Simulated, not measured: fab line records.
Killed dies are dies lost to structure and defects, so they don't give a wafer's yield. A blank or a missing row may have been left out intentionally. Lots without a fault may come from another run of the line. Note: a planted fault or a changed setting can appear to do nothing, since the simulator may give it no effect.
Which tool did it? ; flow berkeleyCmos170 ; 14 lots with 42 wafers sampled at 6 steps, on a route of 331 steps

WHAT THE GAUGES READ, wafer by wafer
UCB170_CONTACT_CD_MEAS_15 targets a cd of 700 nm. Usual: 700.4 nm for cdNm, sd 1.5.
lot;measured;on;cdNm (nm);flag
L986;day 7 08:31;cdSem-01;698.9 698.1 696.8;
L988;day 7 18:34;cdSem-02;702.1 701.0 699.9;
L987;day 7 23:23;cdSem-02;700.9 702.5 701.3;
L989;day 8 08:16;cdSem-02;700.8 700.7 701.0;
L992;day 9 00:43;cdSem-02;700.6 699.2 699.6;
L991;day 9 02:40;cdSem-02;703.8 702.9 703.6;
L995;day 9 06:02;cdSem-02;701.6 702.1 701.7;
L998;day 9 09:16;cdSem-01;700.9 700.2 700.7;
L994;day 9 08:05;cdSem-01;698.5 698.0 699.1;
L999;day 9 17:13;cdSem-01;699.3 700.4 700.5;
L100;day 9 20:33;cdSem-01;698.5 699.1 697.3;
L102;day 10 08:35;cdSem-01;699.7 699.1 699.4;
L101;day 10 13:41;cdSem-01;700.1 699.4 700.5;
L104;day 10 13:58;cdSem-02;699.5 700.4 701.2;

UCB170_M2_RS_MEAS_02: measurement is done with a four-point probe. Usual: M2_AL_RS gives 0.0319 ohm/sq (standard deviation 0.00036).
lot;measured;on;M2_AL_RS (ohm/sq);flag
L986;day 7 17:30;filmMetro-01;0.0316 0.0314 0.0316;
L988;day 8 03:25;filmMetro-03;0.0320 0.0316 0.0319;
L987;day 8 09:40;filmMetro-04;0.0322 0.0323 0.0322;
L989;day 8 16:30;filmMetro-03;0.0316 0.0317 0.0316;
L992;day 9 11:40;filmMetro-04;0.0316 0.0317 0.0316;
L991;day 9 12:31;filmMetro-01;0.0320 0.0322 0.0316;
L995;day 9 17:21;filmMetro-01;0.0320 0.0318 0.0316;
L998;day 9 19:48;filmMetro-03;0.0316 0.0313 0.0313;
L994;day 9 17:32;filmMetro-03;0.0313 0.0319 0.0314;
L999;day 10 05:02;filmMetro-04;0.0318 0.0319 0.0320;
L100;day 10 07:05;filmMetro-01;0.0318 0.0319 0.0320;
L102;day 10 15:58;filmMetro-03;0.0246 0.0316 0.0317;OFF
L101;day 11 00:22;filmMetro-04;0.0325 0.0323 0.0326;
L104;day 11 01:04;filmMetro-03;0.0316 0.0246 0.0313;OFF

UCB170_M2_THK_MEAS_03: measures by xrf. Usual: M2_AL_THK gives 903 nm (standard deviation 11).
lot;measured;on;M2_AL_THK (nm);flag
L986;day 7 17:37;filmMetro-01;921 923 916;
L988;day 8 03:31;filmMetro-03;901 912 896;
L987;day 8 09:47;filmMetro-04;886 892 894;
L989;day 8 16:37;filmMetro-03;911 909 903;
L992;day 9 11:47;filmMetro-04;911 910 919;
L991;day 9 12:38;filmMetro-01;903 894 916;
L995;day 9 17:28;filmMetro-01;906 908 919;
L998;day 9 19:55;filmMetro-03;904 912 913;
L994;day 9 17:38;filmMetro-03;914 892 917;
L999;day 10 05:08;filmMetro-04;909 905 905;
L100;day 10 07:12;filmMetro-01;906 907 909;
L102;day 10 16:05;filmMetro-03;1171 909 900;OFF
L101;day 11 00:29;filmMetro-04;883 887 878;
L104;day 11 01:11;filmMetro-03;907 1163 913;OFF

WHAT TOOL EACH LOT RAN ON (gives the tool, then ch and the chambers of the sampled wafers, and finally the start)
lot;UCB170_PLDD_STRIP_10;UCB170_M1_STRIP_13;UCB170_M2_SPUTTER_01
L986;plasmaAsher-01 ch 0,1, day 6 13:55;plasmaAsher-04 ch 0,1, day 7 11:41;pvdSputter-04, day 7 17:25
L988;plasmaAsher-01 ch 0,1, day 7 03:05;plasmaAsher-04 ch 0,1, day 7 21:16;pvdSputter-03, day 8 03:19
L987;plasmaAsher-01 ch 0,1, day 7 03:28;plasmaAsher-01 ch 0,1, day 8 02:19;pvdSputter-04, day 8 09:34
L989;plasmaAsher-01 ch 0,1, day 7 12:56;plasmaAsher-04 ch 0,1, day 8 10:43;pvdSputter-04, day 8 16:23
L992;plasmaAsher-04 ch 0,1, day 8 05:16;plasmaAsher-04 ch 0,1, day 9 03:02;pvdSputter-04, day 9 11:35
L991;plasmaAsher-01 ch 0,1, day 8 05:41;plasmaAsher-01 ch 0,1, day 9 05:09;pvdSputter-03, day 9 12:26
L995;plasmaAsher-02 ch 0,1, day 8 11:46;plasmaAsher-04 ch 0,1, day 9 09:15;pvdSputter-04, day 9 17:16
L998;plasmaAsher-02 ch 0,1, day 8 14:43;plasmaAsher-01 ch 0,1, day 9 12:20;pvdSputter-03, day 9 19:43
L994;plasmaAsher-04 ch 0,1, day 8 15:50;plasmaAsher-01 ch 0,1, day 9 10:57;pvdSputter-03, day 9 17:26
L999;plasmaAsher-02 ch 0,1, day 9 00:01;plasmaAsher-01 ch 0, day 9 20:35;pvdSputter-03, day 10 04:55
L100;plasmaAsher-02 ch 0,1, day 9 00:29;plasmaAsher-04 ch 0,1, day 10 00:44;pvdSputter-01, day 10 06:59
L102;plasmaAsher-01 ch 0,1, day 9 11:40;plasmaAsher-01 ch 0,1, day 10 11:26;pvdSputter-03, day 10 15:52
L101;plasmaAsher-01 ch 0,1, day 9 15:12;plasmaAsher-01 ch 0,1, day 10 18:16;pvdSputter-01, day 11 00:17
L104;plasmaAsher-02 ch 0,1, day 9 15:19;plasmaAsher-04 ch 0,1, day 10 18:23;pvdSputter-03, day 11 00:59
- UCB170_PLDD_STRIP_10: strips in O2.
- UCB170_M1_STRIP_13: strips in O2.
- UCB170_M2_SPUTTER_01: material Al, target thk 900 nm, time 120 s.

WHAT THE TOOLS THEMSELVES READ (means of the sampled wafers that have a number; where no wafer has one, the mark that the record gives instead)
UCB170_PLDD_STRIP_10. Usual: drypumpMotorCurrentA 5.90 A, standard deviation 0.29; oesProductAu 0.735 a.u., standard deviation 0.0044; stripTimeToEndpointS 21.57 s, standard deviation 0.06.
lot;tool;drypumpMotorCurrentA (A);oesProductAu (a.u.);stripTimeToEndpointS (s);flag
L986;plasmaAsher-01;6.02;0.735;21.50;
L988;plasmaAsher-01;5.81;0.733;21.59;
L987;plasmaAsher-01;6.05;0.737;21.52;
L989;plasmaAsher-01;5.77;0.739;21.57;
L992;plasmaAsher-04;5.51;0.736;21.60;
L991;plasmaAsher-01;5.78;0.734;21.67;
L995;plasmaAsher-02;5.96;0.735;21.57;
L998;plasmaAsher-02;5.97;0.732;21.50;
L994;plasmaAsher-04;5.78;0.735;21.59;
L999;plasmaAsher-02;5.93;0.738;21.50;
L100;plasmaAsher-02;5.98;0.734;21.51;
L102;plasmaAsher-01;5.82;0.734;21.55;
L101;plasmaAsher-01;5.79;0.737;21.70;
L104;plasmaAsher-02;5.99;0.736;21.65;

UCB170_M1_STRIP_13. Usual: drypumpMotorCurrentA 5.8 A, standard deviation 0.41; oesProductAu 0.720 a.u., standard deviation 0.0047.
lot;tool;drypumpMotorCurrentA (A);oesProductAu (a.u.);flag
L986;plasmaAsher-04;5.5;0.719;
L988;plasmaAsher-04;5.5;0.720;
L987;plasmaAsher-01;5.8;0.716;
L989;plasmaAsher-04;5.8;0.724;
L992;plasmaAsher-04;5.5;0.720;
L991;plasmaAsher-01;6.1;0.718;
L995;plasmaAsher-04;5.8;0.718;
L998;plasmaAsher-01;5.8;0.720;
L994;plasmaAsher-01;6.0;0.717;
L999;plasmaAsher-01;5.6;0.723;
L100;plasmaAsher-04;5.8;0.717;
L102;plasmaAsher-01;6.0;0.720;
L101;plasmaAsher-01;6.1;0.719;
L104;plasmaAsher-04;5.8;0.721;

UCB170_M2_SPUTTER_01. Usual: cathodeDcPowerW 5999.9 W, standard deviation 1.1; chamberPressurePa 0.5001 Pa, standard deviation 0.00093; throttleValvePct 29.9 %, standard deviation 1.
lot;tool;cathodeDcPowerW (W);chamberPressurePa (Pa);throttleValvePct (%);flag
L986;pvdSputter-04;5999.8;0.5009;30.2;
L988;pvdSputter-03;6000.1;0.4996;30.6;
L987;pvdSputter-04;5999.9;0.4999;30.1;
L989;pvdSputter-04;6000.9;0.4995;29.2;
L992;pvdSputter-04;5999.1;0.4998;29.7;
L991;pvdSputter-03;6001.3;0.5004;29.7;
L995;pvdSputter-04;6000.5;0.4993;29.8;
L998;pvdSputter-03;5999.2;0.5004;29.7;
L994;pvdSputter-03;6000.3;0.5005;29.6;
L999;pvdSputter-03;6000.1;0.4989;30.7;
L100;pvdSputter-01;6000.4;0.4998;30.3;
L102;pvdSputter-03;6617.8;0.4998;29.5;OFF
L101;pvdSputter-01;6000.4;0.4995;30.0;
L104;pvdSputter-03;6617.7;0.5003;29.4;OFF

THE ANSWER, worked out from the rows above alone
Rule: take the mean of a lot's wafers that have a number; if it is more than 3 standard deviations from the usual mean, the lot is off. Also off: a lot with no number at a reading for which 4 or more lots have one. The other lots that the step has rows for count as sound. First the gauges in route order, then the tools' own readings, where a lot's mean is used as printed above. The first step at which some lot is off is used, and at that step the reading that is off furthest; a lot without a number counts as furthest.
Off: at UCB170_M2_RS_MEAS_02 (M2_AL_RS), L102, L104.
A tool fits if, at a process step before that reading, it ran every lot that is off, and no sound lot after the first of them. The gauges at UCB170_M2_RS_MEAS_02 aren't tried: what is off there is off at UCB170_M2_SPUTTER_01 too, on other tools, and a gauge's error can't cause that. One fits: UCB170_M2_SPUTTER_01 on pvdSputter-03. A fault onset in the window from L999 (day 10 04:55, its last sound lot) to L102 (day 10 15:52, its first lot off) fits.
On the lots that are off, the tool's own readings at UCB170_M2_SPUTTER_01 differ by more than 5 times the standard deviation of the sound lots' means, which bears it out; cathodeDcPowerW reads 6617.8 W there versus 6000.2 W on the sound lots.

WHAT THE SIMULATOR HAD PUT IN
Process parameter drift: pvdSputter-03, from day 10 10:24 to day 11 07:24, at UCB170_M2_SPUTTER_01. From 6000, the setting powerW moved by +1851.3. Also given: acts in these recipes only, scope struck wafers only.
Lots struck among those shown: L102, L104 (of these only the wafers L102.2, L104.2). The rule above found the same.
